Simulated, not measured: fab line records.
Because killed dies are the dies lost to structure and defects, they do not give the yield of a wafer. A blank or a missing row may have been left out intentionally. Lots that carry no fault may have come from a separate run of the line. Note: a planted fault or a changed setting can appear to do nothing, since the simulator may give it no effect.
Matching of chambers    flow berkeley_cmos170    UCB170_V1_CMP_02 on cmp-02: 4 sister chambers
The step polishes SiO2. 8 wafers are shown with their chamber, then 8 later ones without.

## WAFERS WITH THEIR CHAMBER
wafer   chamber  motor_current_A (A)
L452.4  2        16.6
L452.6  1        13.6
L453.4  1        13.9
L453.5  3        15.0
L456.1  3        14.4
L456.2  0        16.1
L456.5  2        16.3
L460.3  0        17.0

## WAFERS MISSING THEIR CHAMBER
wafer   motor_current_A (A)
L460.4  16.6
L460.5  16.0
L458.2  14.6
L458.3  14.8
L458.6  15.6
L464.1  15.3
L464.2  17.0
L464.3  14.6

## CHAMBER TAKEN BY EACH
wafer   from the rows above           in truth
L460.4  can't be placed: 0 or 2       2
L460.5  can't be placed: 2 or 0       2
L458.2  can't be placed: 3 or 1       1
L458.3  3                             3
L458.6  can't be placed: 2 or 3 or 0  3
L464.1  can't be placed: 3 or 2 or 0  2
L464.2  can't be placed: 0 or 2       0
L464.3  can't be placed: 3 or 1       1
1 of 8 placed correctly. Not placeable from these rows: 7 (in 7, the candidates include the true chamber). Wrongly placed: 0.
How it was worked out, from the rows above alone: a wafer's distance from a chamber is the root of the sum, over the readings, of the square of ((its reading less the chamber's mean) divided by the reading's scatter). The wafer belongs to the nearest chamber; if the next one is less than 2 further off, it can't be placed. A chamber's mean is the mean of its shown wafers. The scatter: take each reading less its chamber's mean, square it, sum over the shown wafers, divide by the number of wafers less the number of chambers, and take the root.
